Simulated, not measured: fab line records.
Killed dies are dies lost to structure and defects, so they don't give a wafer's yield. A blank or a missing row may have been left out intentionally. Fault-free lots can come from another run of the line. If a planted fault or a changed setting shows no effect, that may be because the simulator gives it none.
One fault seen from 2 desks    flow rit-cmos    numbers are kept per desk, each desk with only its own; the story behind them comes last

## THE METROLOGY DESK
Means of the sampled wafers that have a number, per lot and without regard to the tool the lot ran on: this is what the gauges read. If a lot's mean is further than 4 standard deviations from the usual mean, the lot is out of limits and carries the mark OUT (the distance appears in the brackets).
Columns: A = PSD_RS at RIT_SDANNEAL_RS_MEAS_04, usual 115.93 ohm/sq; B = cd-nm at RIT_CONTACT_CD_MEAS_08, usual 1000.2 nm; C = M1_AL_RS at RIT_M1_RS_MEAS_01, usual 0.0736 ohm/sq
lot   first seen here  A                  B       C
L950  day 3 01:23      116.03             998.9   0.0731
L951  day 3 10:50      116.19             998.0   0.0741
L952  day 3 13:11      115.73             1000.6  0.0740
L953  day 3 17:17      115.66             1001.8  0.0733
L954  day 3 21:26      116.23             1000.4  0.0742
L955  day 4 02:34      115.74             1004.0  0.0733
L957  day 4 12:19      116.15             999.5   0.0733
L958  day 4 18:14      118.19 (+9.4) OUT  1000.8  0.0732
L959  day 4 23:29      117.96 (+8.5) OUT  1000.0  0.0734
L966  day 6 10:45      116.03             1000.9  0.0747
L967  day 6 16:13      115.67             999.7   0.0736
L969  day 7 01:41      115.99             1000.8  0.0744
L972  day 7 16:40      115.53             995.7   0.0745
L973  day 7 21:08      116.15             1001.8  0.0730
This desk's result: L958, L959 out of limits, first on L958 (PSD_RS at RIT_SDANNEAL_RS_MEAS_04), day 4 18:14. Within limits: L950, L951, L952, L953, L954, L955, L957, L966, L967, L969, L972, L973.

## FOR THE TOOL OWNER'S DESK: implanter-02
For each lot that ran on this tool, the mean over its sampled wafers that have a number, from the tool's own readings at RIT_PSD_IMPLANT_08. If a lot's mean is further than 4 standard deviations from the usual mean, the lot is out of limits and carries the mark OUT (the distance appears in the brackets).
Columns: A = beam-energy-keV at RIT_PSD_IMPLANT_08, usual 27.003; B = dose-ions-cm2 at RIT_PSD_IMPLANT_08, usual 4.999e+15
lot   first seen here  A                         B
L950  day 3 00:35      26.997                    5.004e+15
L951  day 3 10:01      27.003                    5.001e+15
L953  day 3 16:28      27.011                    5.003e+15
L954  day 3 20:37      26.999                    4.996e+15
L958  day 4 17:26      25.998 (-99 or more) OUT  5.004e+15
L959  day 4 22:40      26.002 (-99 or more) OUT  5.001e+15
L972  day 7 15:31      27.008                    4.996e+15
Finding of this desk: L958, L959 out of limits; the first was L958 at day 4 17:26, on beam-energy-keV at RIT_PSD_IMPLANT_08. Within limits: L950, L951, L953, L954, L972.

## PUT TOGETHER
The tool owner's desk had the chance to raise an alarm at day 4 17:26 on L958, L959.
L958, L959 would have let the metrology desk raise an alarm at day 4 18:14.
All the named lots went through RIT_PSD_IMPLANT_08 on implanter-02.

## WHAT WAS PUT IN BY THE SIMULATOR
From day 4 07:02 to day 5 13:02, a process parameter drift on implanter-02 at RIT_PSD_IMPLANT_08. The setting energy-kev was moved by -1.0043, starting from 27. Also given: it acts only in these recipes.
Struck lots among those shown: L958, L959.
Time in hours from fault onset to the first out-of-limits reading at each desk: tool owner's desk 10, metrology desk 11.
